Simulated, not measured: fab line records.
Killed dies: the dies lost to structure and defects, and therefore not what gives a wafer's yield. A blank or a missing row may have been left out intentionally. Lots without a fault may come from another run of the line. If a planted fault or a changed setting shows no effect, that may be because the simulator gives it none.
Matching of chambers -- flow berkeleyCmos170 -- cmp-01 running UCB170_V1_CMP_02: 4 sister chambers
The step polishes SiO2. 4 wafers are shown with their chamber, then 7 later ones without.

== EACH WAFER AND ITS CHAMBER ==
wafer,chamber,motorCurrentA (A)
L492.1,2,16.5
L495.5,1,17.7
L504.3,3,15.9
L504.4,0,14.6

== WAFERS WITH NO CHAMBER GIVEN ==
wafer,motorCurrentA (A)
L504.5,18.4
L508.3,16.0
L508.4,14.2
L508.5,18.4
L509.2,17.7
L509.3,17.7
L509.5,16.7

== CHAMBER TAKEN BY EACH ==
wafer,from the rows above,in truth
L504.5,1,1
L508.3,can't be placed: 3 or 2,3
L508.4,0,0
L508.5,1,1
L509.2,1,1
L509.3,1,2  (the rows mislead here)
L509.5,can't be placed: 2 or 3 or 1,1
Correctly placed: 4 of 7. These rows do not allow placing 2 (true chamber among the candidates in 2). 1 placed wrongly.
How it was worked out, from the rows above alone: a wafer's distance from a chamber is the root of the sum, over the readings, of the square of ((its reading less the chamber's mean) divided by the reading's scatter). If the next closest chamber is less than 2 further off than the closest, the wafer can't be placed; otherwise it belongs to the closest. A chamber's mean is the mean of its shown wafers. The scatter (one wafer shown for each chamber): square how far every hidden wafer sits from the nearest shown wafer, average those squares and take the square root.
